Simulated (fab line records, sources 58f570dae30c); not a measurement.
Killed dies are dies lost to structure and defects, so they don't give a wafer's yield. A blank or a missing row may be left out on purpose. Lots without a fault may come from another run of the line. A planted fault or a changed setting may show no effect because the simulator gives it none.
fab line records | flow berkeley_cmos170
record lots=15 wafers=45 last_day=12
route steps=331 shown NLDD@169 SPACER@174 M1@248 M2@272
lots that met no fault: from a run of the same line without faults
start_h: hours from the record's first day to the start of the lot's first wafer shown | wait_h: hours since the lot's step before | " the same as in the row above | L1.1+2: a row that stands for several wafers | - no value, or no start given | * or withheld: withheld | < > ~ a bound
route shown NAME@n: a module of which the file shows steps, and the number in the route of the first | usual: mean/standard deviation of fault-free wafers | same: alike in all rows | chamber/n: place in a boat | sites: the reading at each site | _std_site: their standard deviation | _edge_site: outer sites' mean less inner sites' | radius_mm: how far each site lies from the wafer's centre | mask NAME#n: copy n | behind: the tool/chamber that last shaped the wafer | hold: why the lot was held/for how many hours/how that ended | device: the transistor (n, p or np) that didn't switch | end of line: the same wafers' tests at the end of the route | a step without rows: its recipe alone | killed: dies lost to structure and defects at the first sort, not the wafer's yield | map: a wafer's dies, x killed, . not, _ none there
set.NAME: the setting as run; set.NAME@STEP: as run at that earlier step | model.NAME: the simulator's own value behind a step, which no gauge read
steps of the route over a sample of lots; a table a step, a row a wafer
services: from which hour (start_h, from the record's first day; less than 0 if before it) a tool's chamber was out of use, for how many hours, and why
## steps
# step UCB170_NLDD_TW_MEAS_11
# usual NLDD_TW=2215/22
# columns lot.wafer tool chamber start_h wait_h NLDD_TW
L322.2 film_metro-04 - 131.17 0.1 2197
L322.3 " - " " 2202
L322.4 " - " " 2206
L323.1 film_metro-01 - 131.40 0.1 2197
L323.2 " - " " 2217
L323.4 " - " " 2194
L324.2 film_metro-02 - 145.84 0.1 2247
L324.5 " - " " 2256
L324.6 " - " " 2254
L325.2 film_metro-02 - 150.72 0.1 2264
L325.3 " - " " 2259
L325.4 " - " " 2266
L327.3 film_metro-02 - 155.98 0.1 2252
L327.5 " - " " 2269
L327.6 " - " " 2251
L328.3 film_metro-01 - 164.56 0.1 2212
L328.5 " - " " 2199
L328.6 " - " " 2189
L330.2 film_metro-02 - 170.47 0.1 2242
L330.5 " - " " 2243
L330.6 " - " " 2243
L337.1 film_metro-04 - 199.22 0.1 2201
L337.2 " - " " 2188
L337.5 " - " " 2201
L339.1 film_metro-01 - 216.21 0.1 2211
L339.2 " - " " 2199
L339.6 " - " " 2200
L338.2 film_metro-02 - 216.23 0.1 2231
L338.3 " - " " 2233
L338.4 " - " " 2238
L340.4 film_metro-01 - 216.36 0.1 2204
L340.5 " - " " 2212
L340.6 " - " " 2193
L341.3 film_metro-02 - 220.21 0.1 2232
L341.5 " - " " 2211
L341.6 " - " " 2229
L343.3 film_metro-01 - 235.50 0.1 2205
L343.4 " - " " 2202
L343.6 " - " " 2196
L344.1 film_metro-02 - 235.78 0.1 2245
L344.2 " - " " 2238
L344.6 " - " " 2238
L345.2 film_metro-02 - 240.32 0.1 2254
L345.5 " - " " 2239
L345.6 " - " " 2248
# step UCB170_SPACER_ETCHBACK_03
# recipe stop_on=Si target=SiO2 chemistry=CHF3/CF4/Ar CHF3_flow_sccm=50 cf4_flow_sccm=10 Ar_flow_sccm=120 pressure_mtorr=200 rf_w=500 target_depth_a=3760 time_s=100
# usual cf4_flow_sccm=10.003/0.026 chamber_pressure_mTorr=199.99/0.17 drypump_motor_current_A=5.7/0.57 mfc_ar_sccm=120.0/0.35 oes_product_au=0.897/0.018 throttle_valve_pct=6.47/0.15
# columns lot.wafer tool chamber start_h wait_h cf4_flow_sccm chamber_pressure_mTorr drypump_motor_current_A mfc_ar_sccm oes_product_au rf_hours_counter_h throttle_valve_pct
L322.2 rie_diel-03 2 135.89 0.0 10.035 200.31 5.2 120.2 0.880 13 6.74
L322.3 " 1 " " 10.032 200.08 6.2 120.5 0.865 17 6.53
L322.4 " 2 " " 9.978 199.91 5.2 119.5 0.898 - 6.71
L323.1 rie_diel-01 1 135.89 0.0 9.995 199.68 5.5 119.5 0.893 77 6.20
L323.2 " 3 " " 10.045 199.66 6.5 119.5 0.901 111 6.36
L323.4 " 0 " " 10.036 200.27 6.2 120.0 0.899 28 6.57
L324.2 rie_diel-04 0 149.54 0.0 9.969 199.90 6.7 119.8 0.874 14 6.58
L324.5 " 1 " " 9.949 199.85 5.6 119.3 0.935 - 6.38
L324.6 " 2 " " 9.965 200.19 5.8 120.4 0.921 - 6.36
L325.2 rie_diel-01 1 153.54 0.0 10.018 200.05 5.4 119.6 0.898 78 6.22
L325.3 " 0 " " 9.990 200.19 6.2 120.5 0.912 29 6.57
L325.4 " 3 " " 10.010 199.93 6.4 120.0 0.922 112 6.39
L327.3 rie_diel-01 3 160.20 0.0 10.031 199.82 6.4 120.1 0.897 113 6.38
L327.5 " 3 " " 10.042 200.17 6.4 120.4 0.927 - 6.38
L327.6 " 1 " " 10.001 200.25 5.5 119.3 0.918 - 6.21
L328.3 rie_diel-01 3 169.83 0.0 9.976 199.99 6.5 119.9 0.893 113 6.37
L328.5 " 3 " " 9.995 200.13 6.5 120.2 0.906 - 6.38
L328.6 " 2 " " 10.024 199.80 4.9 119.6 0.887 - 6.39
L330.2 rie_diel-04 0 175.60 0.0 9.981 200.12 6.7 120.0 0.880 16 6.57
L330.5 " 1 " " 9.993 199.98 5.6 119.6 0.929 - 6.38
L330.6 " 0 " " 9.995 200.14 6.7 120.4 0.882 - 6.58
L337.1 rie_diel-01 2 203.46 0.0 10.054 200.21 4.9 120.3 0.881 16 6.38
L337.2 " 0 " " 10.036 199.95 6.2 120.3 0.907 31 6.54
L337.5 " 2 " " 10.017 199.81 4.9 119.7 0.894 - 6.39
L338.2 rie_diel-01 2 223.10 0.0 10.028 200.08 4.9 120.2 0.859 17 6.38
L338.3 " 3 " " 9.998 199.79 6.5 119.8 0.900 116 6.36
L338.4 " 1 " " 9.987 200.01 5.4 120.2 0.905 81 6.23
L339.1 rie_diel-03 2 223.10 0.0 10.033 199.82 5.2 120.0 0.885 17 6.71
L339.2 " 1 " " 10.016 199.86 6.1 120.4 0.869 22 6.53
L339.6 " 1 " " 10.038 199.59 6.1 120.1 0.883 - 6.55
L340.4 rie_diel-04 0 223.10 0.0 9.986 199.66 6.7 120.5 0.863 18 6.57
L340.5 " 2 " " 10.001 200.35 5.9 119.6 0.896 - 6.36
L340.6 " 3 " " 10.006 199.83 5.6 119.6 0.917 - 6.34
L341.3 rie_diel-01 1 223.17 0.1 9.980 200.27 5.5 119.8 0.893 81 6.20
L341.5 " 3 " " 9.982 200.37 6.4 120.5 0.903 - 6.38
L341.6 " 2 " " 10.002 199.63 4.9 120.0 0.886 - 6.37
L343.3 rie_diel-03 2 239.23 0.0 10.010 199.71 5.2 119.8 0.886 18 6.71
L343.4 " 0 " " 10.022 199.84 5.2 120.1 0.903 65 6.73
L343.6 " 1 " " 9.982 200.05 6.1 119.4 0.874 - 6.54
L344.1 rie_diel-04 0 239.23 0.0 9.989 199.91 6.7 119.5 0.874 19 6.58
L344.2 " 2 " " 10.006 200.03 5.9 120.5 0.888 2 6.36
L344.6 " 2 " " 9.960 200.01 5.9 120.4 0.895 - 6.37
L345.2 rie_diel-01 2 245.36 0.0 9.959 199.89 4.9 120.1 0.873 18 6.38
L345.5 " 0 " " 9.986 200.02 6.2 120.0 0.909 - 6.54
L345.6 " 2 " " 9.992 200.20 4.9 120.1 0.875 - 6.39
# step UCB170_M1_OVL_MEAS_10
# usual M1_OVL=4/4.6
# columns lot.wafer tool chamber start_h wait_h M1_OVL[nm]
L323.1 overlay-02 - 153.12 0.1 1
L323.2 " - " " 1
L323.4 " - " " 0
L322.2 overlay-01 - 153.43 0.1 6
L322.3 " - " " 5
L322.4 " - " " 0
L324.2 overlay-01 - 161.13 0.1 0
L324.5 " - " " 6
L324.6 " - " " 1
L325.2 overlay-01 - 165.81 0.1 8
L325.3 " - " " 10
L325.4 " - " " 4
L327.3 overlay-01 - 172.11 0.1 8
L327.5 " - " " 4
L327.6 " - " " 2
L328.3 overlay-02 - 183.49 0.1 14
L328.5 " - " " 5
L328.6 " - " " 4
L330.2 overlay-01 - 192.59 0.1 6
L330.5 " - " " 5
L330.6 " - " " 5
L337.1 overlay-02 - 217.30 0.1 7
L337.2 " - " " 9
L337.5 " - " " 12
L338.2 overlay-01 - 235.65 0.1 6
L338.3 " - " " 2
L338.4 " - " " 2
L339.1 overlay-02 - 236.03 0.1 4
L339.2 " - " " -4
L339.6 " - " " -1
L340.4 overlay-01 - 236.72 0.1 10
L340.5 " - " " 8
L340.6 " - " " 12
L341.3 overlay-02 - 238.60 0.1 5
L341.5 " - " " 6
L341.6 " - " " -3
L344.1 overlay-02 - 254.73 0.1 10
L344.2 " - " " 8
L344.6 " - " " 4
L343.3 overlay-02 - 255.02 0.1 -1
L343.4 " - " " 4
L343.6 " - " " 2
L345.2 overlay-01 - 258.07 0.1 9
L345.5 " - " " 12
L345.6 " - " " 6
# step UCB170_M2_SPUTTER_01
# recipe material=Al target_thk_nm=900 time_s=120 power_w=6000 chamber_pressure_pa=0.5
# usual cathode_dc_power_W=6000.1/1.1 throttle_valve_pct=29.6/1.2
# columns lot.wafer tool chamber start_h wait_h cathode_dc_power_W throttle_valve_pct
L323.1 pvd_sputter-02 - 160.46 0.0 5997.9 30.8
L323.2 " - " " 5999.5 30.7
L323.4 " - " " 6000.8 30.3
L322.2 pvd_sputter-03 - 160.73 0.0 6000.6 29.4
L322.3 " - " " 5998.5 28.5
L322.4 " - " " 6001.1 29.6
L324.2 pvd_sputter-03 - 168.62 0.0 6000.9 29.4
L324.5 " - " " 5999.7 29.6
L324.6 " - " " 5999.9 29.3
L325.2 pvd_sputter-03 - 174.23 0.0 6000.8 29.4
L325.3 " - " " 5998.8 28.4
L325.4 " - " " 5998.0 29.6
L327.3 pvd_sputter-03 - 180.22 0.0 5998.5 29.6
L327.5 " - " " 5999.1 28.6
L327.6 " - " " 6000.2 27.9
L327.3 pvd_sputter-03 - 180.47 0.2 6001.2 29.6
L327.5 " - " " 5999.8 28.5
L327.6 " - " " 5997.6 27.8
L328.3 pvd_sputter-03 - 192.93 0.0 5998.7 28.6
L328.5 " - " " 6000.8 29.7
L328.6 " - " " 6000.1 29.5
L328.3 pvd_sputter-03 - 193.18 0.2 6000.2 28.3
L328.5 " - " " 6001.0 29.6
L328.6 " - " " 6000.2 29.4
L330.2 pvd_sputter-03 - 200.66 0.0 6000.8 29.4
L330.5 " - " " 6001.3 29.4
L330.6 " - " " 6000.6 27.7
L337.1 pvd_sputter-04 - 222.89 0.0 5999.8 31.3
L337.2 " - " " 5999.0 30.9
L337.5 " - " " 5999.7 31.3
L338.2 pvd_sputter-03 - 244.62 0.0 6001.2 28.4
L338.3 " - " " 5999.3 29.6
L338.4 " - " " 6001.3 27.6
L338.2 pvd_sputter-03 - 244.88 0.2 6000.8 28.3
L338.3 " - " " 5999.4 29.7
L338.4 " - " " 6000.0 27.7
L339.1 pvd_sputter-03 - 244.80 0.0 5999.4 29.7
L339.2 " - " " 6002.3 27.7
L339.6 " - " " 5999.5 28.5
L340.4 pvd_sputter-03 - 244.95 0.0 6002.8 27.6
L340.5 " - " " 5996.9 29.7
L340.6 " - " " 6000.3 29.1
L341.3 pvd_sputter-04 - 246.19 0.0 5999.9 31.7
L341.5 " - " " 6000.7 31.1
L341.6 " - " " 6000.6 30.7
L344.1 pvd_sputter-04 - 261.66 0.0 5999.5 31.1
L344.2 " - " " 6000.4 31.6
L344.6 " - " " 5998.3 31.4
L343.3 pvd_sputter-03 - 261.96 0.0 6001.7 29.3
L343.4 " - " " 5999.8 28.4
L343.6 " - " " 5998.5 29.4
L345.2 pvd_sputter-03 - 266.29 0.0 6001.9 28.5
L345.5 " - " " 5999.5 27.9
L345.6 " - " " 6000.4 29.5
# step UCB170_M2_RS_MEAS_02
# recipe thk_meas_gauge=four-point-probe reads=Al_of_M2_SPUTTER_01
# usual M2_AL_RS=0.0325/0.00035
# columns lot.wafer tool chamber start_h wait_h M2_AL_RS[ohm/sq]
L323.1 film_metro-04 - 160.54 0.0 0.0322
L323.2 " - " " 0.0321
L323.4 " - " " 0.0323
L322.2 film_metro-04 - 160.84 0.1 0.0324
L322.3 " - " " 0.0325
L322.4 " - " " 0.0332
L324.2 film_metro-03 - 168.72 0.1 0.0328
L324.5 " - " " 0.0329
L324.6 " - " " 0.0325
L325.2 film_metro-03 - 174.33 0.1 0.0321
L325.3 " - " " 0.0323
L325.4 " - " " 0.0327
L327.3 film_metro-04 - 180.59 0.1 0.0162
L327.5 " - " " 0.0161
L327.6 " - " " 0.0160
L328.3 film_metro-04 - 193.30 0.1 0.0160
L328.5 " - " " 0.0161
L328.6 " - " " 0.0159
L330.2 film_metro-04 - 200.76 0.1 0.0324
L330.5 " - " " 0.0327
L330.6 " - " " 0.0324
L337.1 film_metro-03 - 222.97 0.0 0.0327
L337.2 " - " " 0.0318
L337.5 " - " " 0.0326
L339.1 film_metro-03 - 244.88 0.0 0.0330
L339.2 " - " " 0.0328
L339.6 " - " " 0.0328
L338.2 film_metro-04 - 244.98 0.1 0.0162
L338.3 " - " " 0.0162
L338.4 " - " " 0.0161
L340.4 film_metro-04 - 245.09 0.1 0.0326
L340.5 " - " " 0.0328
L340.6 " - " " 0.0327
L341.3 film_metro-02 - 246.31 0.1 0.0323
L341.5 " - " " 0.0320
L341.6 " - " " 0.0320
L344.1 film_metro-02 - 261.75 0.0 0.0325
L344.2 " - " " 0.0329
L344.6 " - " " 0.0330
L343.3 film_metro-04 - 262.09 0.1 0.0324
L343.4 " - " " 0.0325
L343.6 " - " " 0.0326
L345.2 film_metro-03 - 266.39 0.1 0.0331
L345.5 " - " " 0.0327
L345.6 " - " " 0.0330
# step UCB170_M2_THK_MEAS_03
# recipe thk_meas_gauge=xrf reads=Al_of_M2_SPUTTER_01
# usual M2_AL_THK=901/10
# columns lot.wafer tool chamber start_h wait_h M2_AL_THK[nm]
L323.1 film_metro-04 - 160.66 0.1 918
L323.2 " - " " 920
L323.4 " - " " 915
L322.2 film_metro-04 - 160.95 0.1 908
L322.3 " - " " 907
L322.4 " - " " 885
L324.2 film_metro-03 - 168.83 0.1 893
L324.5 " - " " 890
L324.6 " - " " 897
L325.2 film_metro-03 - 174.44 0.1 913
L325.3 " - " " 901
L325.4 " - " " 890
L327.3 film_metro-04 - 180.69 0.1 1823
L327.5 " - " " 1836
L327.6 " - " " 1839
L328.3 film_metro-04 - 193.40 0.1 1808
L328.5 " - " " 1803
L328.6 " - " " 1829
L330.2 film_metro-04 - 200.87 0.1 907
L330.5 " - " " 892
L330.6 " - " " 901
L337.1 film_metro-03 - 223.09 0.1 887
L337.2 " - " " 919
L337.5 " - " " 894
L339.1 film_metro-03 - 245.00 0.1 887
L339.2 " - " " 893
L339.6 " - " " 895
L338.2 film_metro-04 - 245.16 0.2 1801
L338.3 " - " " 1794
L338.4 " - " " 1817
L340.4 film_metro-04 - 245.18 0.1 897
L340.5 " - " " 896
L340.6 " - " " 901
L341.3 film_metro-02 - 246.41 0.1 895
L341.5 " - " " 910
L341.6 " - " " 913
L344.1 film_metro-02 - 261.87 0.1 896
L344.2 " - " " 880
L344.6 " - " " 882
L343.3 film_metro-04 - 262.19 0.1 904
L343.4 " - " " 904
L343.6 " - " " 904
L345.2 film_metro-03 - 266.50 0.1 883
L345.5 " - " " 892
L345.6 " - " " 883
# step UCB170_M2_METAL_ETCH_18
# recipe chemistry=Cl2/BCl3 target=Al stop_on=SiO2 pressure_mtorr=12 target_depth_a=11700 over_etch_frac=0.3 time_s=195 icp_w=600 bias_w=120 Cl2_flow_sccm=90 bcl3_flow_sccm=45
# usual chamber_pressure_mTorr=12.001/0.011 drypump_motor_current_A=5.3/0.39 he_backside_leak_sccm=3.18/0.16 oes_product_au=0.845/0.0081 throttle_valve_pct=24.37/0.16
# columns lot.wafer tool chamber start_h wait_h chamber_pressure_mTorr drypump_motor_current_A he_backside_leak_sccm oes_product_au rf_hours_counter_h throttle_valve_pct
L323.1 rie_metal-02 0 163.27 - 12.007 5.9 3.23 0.852 6 24.13
L323.2 " 1 " " 12.021 4.8 2.73 0.844 5 24.34
L323.4 " 1 " " 12.015 4.8 2.99 0.836 - 24.33
L322.2 rie_metal-01 1 163.91 - 12.014 5.1 3.17 0.847 7 24.30
L322.3 " 1 " " 12.008 5.1 3.17 0.845 - 24.28
L322.4 " 0 " " 11.996 5.7 3.03 0.839 - 24.49
L324.2 rie_metal-03 0 170.96 - 11.997 5.4 3.07 0.845 0 24.34
L324.5 " 0 " " 11.998 5.4 2.89 0.846 - 24.34
L324.6 " 1 " " 12.014 5.3 3.18 0.844 - 24.63
L325.2 rie_metal-03 1 176.88 - 11.998 5.2 3.06 0.848 4 24.65
L325.3 " 0 " " 12.002 5.4 3.06 0.855 - 24.35
L325.4 " 1 " " 12.009 5.2 3.01 0.843 - 24.65
L327.3 rie_metal-01 0 183.35 - 11.988 5.7 2.98 0.975 - 24.43
L327.5 " 0 " " 12.020 5.7 3.37 0.983 - 24.42
L327.6 " 1 " " 11.992 5.0 3.05 0.961 - 24.23
L328.3 rie_metal-03 0 195.50 - 11.991 5.4 3.14 0.978 - 24.29
L328.5 " 1 " " 11.996 5.3 2.91 0.978 - 24.59
L328.6 " 0 " " 11.994 5.4 3.03 0.980 - 24.28
L330.2 rie_metal-03 1 203.10 - 12.000 5.2 3.26 0.849 4 24.65
L330.5 " 0 " " 12.014 5.4 3.09 0.853 - 24.34
L330.6 " 1 " " 11.992 5.3 3.74 0.843 - 24.64
L337.1 rie_metal-01 0 227.41 - 11.974 5.7 3.31 0.847 12 24.49
L337.2 " 1 " " 12.006 5.1 3.04 0.857 9 24.30
L337.5 " 1 " " 12.006 5.1 3.07 0.851 - 24.31
L338.2 rie_metal-01 1 247.55 - 11.991 5.1 3.13 0.972 10 24.24
L338.3 " 1 " " 12.003 5.1 3.10 0.968 - 24.23
L338.4 " 0 " " 12.005 5.7 3.29 0.996 - 24.43
L339.1 rie_metal-03 1 247.61 - 11.995 5.3 3.14 0.841 5 24.66
L339.2 " 0 " " 11.995 5.4 2.98 0.851 2 24.35
L339.6 " 0 " " 12.000 5.4 3.04 0.845 - 24.36
L340.4 rie_metal-02 0 247.89 - 11.989 5.9 3.21 0.836 - 24.15
L340.5 " 1 " " 12.006 4.8 3.07 0.839 - 24.33
L340.6 " 0 " " 12.015 5.9 3.17 0.841 - 24.15
L341.3 rie_metal-01 0 248.69 - 12.012 5.7 3.41 0.844 - 24.49
L341.5 " 0 " " 12.002 5.7 3.34 0.845 - 24.49
L341.6 " 1 " " 12.001 5.1 3.01 0.851 - 24.29
L344.1 rie_metal-02 0 263.85 - 11.992 5.9 3.21 0.837 9 24.15
L344.2 " 1 " " 12.016 4.8 3.20 0.827 8 24.35
L344.6 " 1 " " 12.010 4.8 3.40 0.830 - 24.34
L343.3 rie_metal-01 1 264.46 - 11.975 5.1 3.20 0.843 - 24.30
L343.4 " 1 " " 12.009 5.1 3.13 0.843 - 24.31
L343.6 " 1 " " 12.009 5.1 3.06 0.844 - 24.30
L345.2 rie_metal-02 1 269.66 - 11.988 4.8 3.27 0.837 8 24.35
L345.5 " 1 " " 11.993 4.8 3.14 0.841 - 24.33
L345.6 " 0 " " 11.973 5.9 3.38 0.838 - 24.15
## services
# columns tool chamber start_h hours kind
rie_metal-02 1 115.35 1.0 repair
rie_diel-04 3 115.58 2.4 repair
rie_diel-01 1 116.56 3.9 repair
pvd_sputter-04 - 120.52 1.8 repair
pvd_sputter-03 - 149.84 0.9 repair
rie_metal-01 - 153.56 0.8 repair
pvd_sputter-03 - 155.67 3.0 repair
pvd_sputter-04 - 157.59 6.0 repair
rie_diel-01 0 159.44 3.1 repair
rie_diel-04 3 168.50 5.2 repair
rie_diel-04 3 174.06 3.8 repair
pvd_sputter-04 - 182.69 6.6 repair
rie_diel-01 1 187.11 11.5 repair
rie_diel-01 2 188.81 6.6 repair
rie_diel-03 2 196.71 7.8 repair
rie_metal-01 1 201.85 6.6 repair
rie_metal-03 0 214.28 16.4 repair
rie_diel-01 1 224.56 21.4 repair
rie_diel-01 - 226.35 0.3 repair
rie_diel-03 3 227.84 10.3 repair
rie_diel-04 1 235.30 7.7 repair
rie_diel-04 2 245.33 4.3 repair
rie_diel-01 2 247.26 18.7 repair
rie_metal-01 1 254.40 7.4 repair
## key
first_sign step=UCB170_M2_SPUTTER_01 reading=visit direction=added
effect step=UCB170_M2_RS_MEAS_02 reading=M2_AL_RS direction=down sigmas=47 usual=0.0325 struck=0.0161
effect step=UCB170_M2_THK_MEAS_03 reading=M2_AL_THK direction=up sigmas=89 usual=901 struck=1817
effect step=UCB170_M2_METAL_ETCH_18 reading=oes_product_au direction=up sigmas=16 usual=0.845 struck=0.977
met_at UCB170_M2_SPUTTER_01
struck_lots L327,L328,L338
later_rows_left_out L327.3,L327.5,L327.6,L328.3,L328.5,L328.6,L338.2,L338.3,L338.4
sort_left_out L327.3,L327.5,L327.6,L328.3,L328.5,L328.6,L338.2,L338.3,L338.4
not_acting_at UCB170_NLDD_TW_MEAS_11,UCB170_SPACER_ETCHBACK_03,UCB170_M1_OVL_MEAS_10
fault kind=repeated_step_whole tool=pvd_sputter-02,pvd_sputter-03,pvd_sputter-04 chamber=- onset_h=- steps=UCB170_M2_SPUTTER_01 times=1 scope=struck_lots_only
# sort_left_out: the simulated sort isn't trusted on such a fault, so these wafers' sort isn't shown, and their yield isn't known
# later_rows_left_out: the simulator's readings of these wafers behind a module that went badly wrong aren't trusted and aren't shown, but for the sort
